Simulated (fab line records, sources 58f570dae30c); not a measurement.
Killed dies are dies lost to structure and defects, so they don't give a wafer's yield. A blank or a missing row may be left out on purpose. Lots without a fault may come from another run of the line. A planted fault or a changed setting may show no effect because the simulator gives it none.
fab line records | flow berkeley_cmos170 | part 2 of 2: steps 33 to 44 of 44
record lots=5 wafers=15 last_day=11
route steps=331 shown FIELD@96 SACOX@97 SCREENOX@100 NVT@104 PVT@115 GATE@125
lots that met no fault: from a run of the same line without faults
start_h: hours from the record's first day to the start of the lot's first wafer shown | wait_h: hours since the lot's step before | " the same as in the row above | L1.1+2: a row that stands for several wafers | - no value, or no start given | * or withheld: withheld | < > ~ a bound
route shown NAME@n: a module of which the file shows steps, and the number in the route of the first | usual: mean/standard deviation of fault-free wafers | same: alike in all rows | chamber/n: place in a boat | sites: the reading at each site | _std_site: their standard deviation | _edge_site: outer sites' mean less inner sites' | radius_mm: how far each site lies from the wafer's centre | mask NAME#n: copy n | behind: the tool/chamber that last shaped the wafer | hold: why the lot was held/for how many hours/how that ended | device: the transistor (n, p or np) that didn't switch | end of line: the same wafers' tests at the end of the route | a step without rows: its recipe alone | killed: dies lost to structure and defects at the first sort, not the wafer's yield | map: a wafer's dies, x killed, . not, _ none there
set.NAME: the setting as run; set.NAME@STEP: as run at that earlier step | model.NAME: the simulator's own value behind a step, which no gauge read
lots at some steps of the route; a table a step, a row a wafer
services: from which hour (start_h, from the record's first day; less than 0 if before it) a tool's chamber was out of use, for how many hours, and why
## steps
# step UCB170_GATE_THK_MEAS_02
# recipe reads=SiO2_of_GATE_OXIDATION_01
# usual GATE_OXIDE_THK=6.64/0.14
# columns lot.wafer tool chamber start_h wait_h GATE_OXIDE_THK[nm]
L078.1 film_metro-03 - 145.17 0.0 6.60
L078.2 " - " " 6.66
L078.6 " - " " 6.65
L081.1 film_metro-04 - 155.58 0.0 6.65
L081.2 " - " " 6.71
L081.5 " - " " 6.72
L084.2 film_metro-04 - 173.30 0.0 6.55
L084.4 " - " " 6.58
L084.6 " - " " 6.50
L090.3 film_metro-04 - 202.46 0.0 6.73
L090.5 " - " " 6.64
L090.6 " - " " 6.69
L093.3 film_metro-03 - 216.29 0.0 6.45
L093.4 " - " " 6.52
L093.5 " - " " 6.57
# step UCB170_GATE_ANNEAL_03
# recipe temp_c=900 time_s=1800 ambient=N2
# usual tube_center_temp_C_max=902.3/0.4 zone_power_load_pct=27.0/1.1
# columns lot.wafer tool chamber start_h wait_h tube_center_temp_C_max zone_power_load_pct
L078.1 furnace-02 0 149.21 4.0 902.6 25.5
L078.2 " 0 " " 902.3 25.3
L078.6 " 0 " " 902.0 25.7
L081.1 furnace-02 0 160.24 4.7 902.2 25.2
L081.2 " 0 " " 902.8 25.3
L081.5 " 0 " " 902.3 25.3
L084.2 furnace-01 0 176.63 3.3 902.5 27.6
L084.4 " 0 " " 902.3 27.8
L084.6 " 0 " " 903.6 27.2
L090.3 furnace-04 0 205.71 3.2 902.3 27.8
L090.5 " 0 " " 901.7 27.9
L090.6 " 0 " " 902.2 27.8
L093.3 furnace-04 0 220.25 4.0 902.7 28.0
L093.4 " 0 " " 903.1 27.9
L093.5 " 0 " " 901.9 27.7
# step UCB170_GATE_CVD_04
# recipe material=poly-Si temp_c=610 precursor=SiH4 time_s=1440 pressure_mtorr=375 target_thk_nm=214 sih4_flow_sccm=120
# usual pressure_mtorr=374.9/0.79 zone_power_load_pct=11.3/0.49
# columns lot.wafer tool chamber start_h wait_h pressure_mtorr zone_power_load_pct
L078.1 lpcvd-02 1 151.53 0.8 374.5 11.5
L078.2 " 1 " " 374.9 11.5
L078.6 " 1 " " 374.2 11.6
L081.1 lpcvd-02 1 161.74 0.0 375.1 11.7
L081.2 " 1 " " 374.4 11.7
L081.5 " 1 " " 374.5 11.7
L084.2 lpcvd-02 1 178.13 0.0 374.9 11.9
L084.4 " 1 " " 375.1 11.8
L084.6 " 1 " " 375.0 11.6
L090.3 lpcvd-01 0 207.21 0.0 375.7 10.5
L090.5 " 0 " " 374.5 10.2
L090.6 " 0 " " 376.3 10.4
L093.3 lpcvd-01 0 221.75 0.0 374.5 10.5
L093.4 " 0 " " 375.5 10.4
L093.5 " 0 " " 375.4 10.5
# step UCB170_GATE_THK_MEAS_05
# recipe reads=poly-Si_of_GATE_CVD_04
# usual GATE_POLY_THK=212.2/2.2
# columns lot.wafer tool chamber start_h wait_h GATE_POLY_THK[nm]
L078.1 film_metro-04 - 152.93 0.0 215.6
L078.2 " - " " 216.5
L078.6 " - " " 215.6
L081.1 film_metro-01 - 163.14 0.0 212.7
L081.2 " - " " 213.1
L081.5 " - " " 213.5
L084.2 film_metro-03 - 179.54 0.0 215.2
L084.4 " - " " 213.2
L084.6 " - " " 214.1
L090.3 film_metro-03 - 208.69 0.1 217.0
L090.5 " - " " 216.8
L090.6 " - " " 215.6
L093.3 film_metro-03 - 223.17 0.0 214.1
L093.4 " - " " 212.7
L093.5 " - " " 214.4
# step UCB170_GATE_COAT_06
# recipe resist=BARC temp_c=withheld time_s=withheld spin_rpm=3000 resist_thk_nm=withheld
# usual dispense_pressure_kPa=49.8/2.7
# columns lot.wafer tool chamber start_h wait_h dispense_pressure_kPa
L078.1 litho_track-01 0 152.99 0.1 50.5
L078.2 " 0 " " 50.4
L078.6 " 0 " " 50.4
L081.1 litho_track-02 0 163.31 0.2 45.8
L081.2 " 0 " " 45.8
L081.5 " 0 " " 45.8
L084.2 litho_track-04 0 179.61 0.1 52.1
L084.4 " 0 " " 52.1
L084.6 " 0 " " 52.1
L090.3 litho_track-01 0 209.34 0.6 50.5
L090.5 " 0 " " 50.5
L090.6 " 0 " " 50.5
L093.3 litho_track-04 0 223.74 0.6 52.2
L093.4 " 0 " " 52.2
L093.5 " 0 " " 52.2
# step UCB170_GATE_COAT_07
# recipe resist=KrF spin_rpm=1500 resist_thk_nm=900
# usual dispense_pressure_kPa=49.9/2.7
# columns lot.wafer tool chamber start_h wait_h dispense_pressure_kPa
L078.1 litho_track-01 0 - - 50.6
L078.2 " 0 " " 50.5
L078.6 " 0 " " 50.6
L081.1 litho_track-02 0 - - 45.8
L081.2 " 0 " " 45.8
L081.5 " 0 " " 45.8
L084.2 litho_track-04 0 - - 52.3
L084.4 " 0 " " 52.3
L084.6 " 0 " " 52.3
L090.3 litho_track-01 0 - - 50.6
L090.5 " 0 " " 50.5
L090.6 " 0 " " 50.6
L093.3 litho_track-04 0 - - 52.3
L093.4 " 0 " " 52.3
L093.5 " 0 " " 52.3
# step UCB170_GATE_SOFTBAKE_08
# recipe resist=KrF temp_c=130 time_s=60
# columns lot.wafer tool chamber start_h wait_h
L078.1+2+6 litho_track-01 0 - -
L081.1+2+5 litho_track-02 0 - -
L084.2+4+6 litho_track-04 0 - -
L090.3+5+6 litho_track-01 0 - -
L093.3+4+5 litho_track-04 0 - -
# step UCB170_GATE_EXPOSE_09
# recipe mask_id=POLY target_cd_nm=350 na=0.5 sigma_outer=0.6 source_shape=conventional dose_mj=21
# same sigma_outer=0.6
# columns lot.wafer tool chamber start_h wait_h mask
L078.1+2+6 krf_scanner-02 0 153.62 - POLY#0
L081.1+2+5 krf_scanner-01 0 163.89 - POLY#0
L084.2+4+6 krf_scanner-02 0 180.50 - POLY#0
L090.3+5+6 krf_scanner-01 0 210.04 - POLY#0
L093.3+4+5 krf_scanner-01 0 224.59 - POLY#0
# step UCB170_GATE_PEB_10
# recipe peb_temp_c=130 peb_time_s=withheld resist=KrF
# columns lot.wafer tool chamber start_h wait_h
L078.1+2+6 litho_track-04 0 153.90 0.3
L081.1+2+5 litho_track-01 0 164.22 0.3
L084.2+4+6 litho_track-02 0 180.62 0.1
L090.3+5+6 litho_track-02 0 210.16 0.1
L093.3+4+5 litho_track-02 0 224.91 0.3
# step UCB170_GATE_DEVELOP_11
# recipe developer=TMAH develop_time_s=45 resist=KrF dev_temp_c=21
# columns lot.wafer tool chamber start_h wait_h
L078.1+2+6 litho_track-04 0 - -
L081.1+2+5 litho_track-01 0 - -
L084.2+4+6 litho_track-02 0 - -
L090.3+5+6 litho_track-02 0 - -
L093.3+4+5 litho_track-02 0 - -
# step UCB170_GATE_CD_MEAS_12
# recipe target_cd_nm=350
# usual cd_nm=349.8/1.3
# columns lot.wafer tool chamber start_h wait_h cd_nm
L078.1 cd_sem-01 - 154.26 - 348.6
L078.2 " - " " 347.9
L078.6 " - " " 348.8
L081.1 cd_sem-02 - 164.49 - 348.7
L081.2 " - " " 348.6
L081.5 " - " " 348.1
L084.2 cd_sem-01 - 180.89 - 351.3
L084.4 " - " " 351.5
L084.6 " - " " 351.6
L090.3 cd_sem-01 - 210.69 - 348.6
L090.5 " - " " 348.5
L090.6 " - " " 350.1
L093.3 cd_sem-02 - 225.26 - 347.6
L093.4 " - " " 346.5
L093.5 " - " " 347.3
# step UCB170_GATE_OVL_MEAS_13
# usual GATE_OVL=3/5.9
# columns lot.wafer tool chamber start_h wait_h GATE_OVL[nm]
L078.1 overlay-02 - 154.38 0.1 2
L078.2 " - " " 8
L078.6 " - " " 4
L081.1 overlay-01 - 164.61 0.1 -5
L081.2 " - " " -5
L081.5 " - " " 0
L084.2 overlay-02 - 181.00 0.1 -6
L084.4 " - " " -6
L084.6 " - " " -2
L090.3 overlay-02 - 210.78 0.1 16
L090.5 " - " " 14
L090.6 " - " " 13
L093.3 overlay-01 - 225.36 0.1 2
L093.4 " - " " 6
L093.5 " - " " 4
## services
# columns tool chamber start_h hours kind
krf_scanner-02 - 103.10 0.8 repair
krf_scanner-01 - 104.03 3.0 pm
plasma_asher-01 - 108.75 9.0 pm
krf_scanner-01 - 124.68 4.0 pm
plasma_asher-01 - 129.42 0.8 repair
lpcvd-02 - 134.06 2.1 repair
furnace-01 - 141.67 3.9 pm
wet_bench-03 - 149.18 1.0 repair
krf_scanner-01 - 151.63 0.8 pm
krf_scanner-01 - 152.38 4.4 pm
furnace-02 - 163.07 3.0 pm
krf_scanner-02 - 163.27 0.8 repair
krf_scanner-02 - 170.00 0.8 pm
furnace-04 - 178.12 7.2 repair
implanter-01 - 178.77 6.9 pm
furnace-01 - 184.13 4.4 pm
furnace-02 - 190.97 15.5 pm
implanter-01 - 195.72 3.1 repair
krf_scanner-01 - 200.49 1.3 pm
implanter-04 - 203.18 1.4 repair
krf_scanner-02 - 203.30 1.0 pm
furnace-03 - 206.44 3.0 pm
krf_scanner-02 - 210.45 1.3 pm
furnace-04 - 221.75 3.4 pm
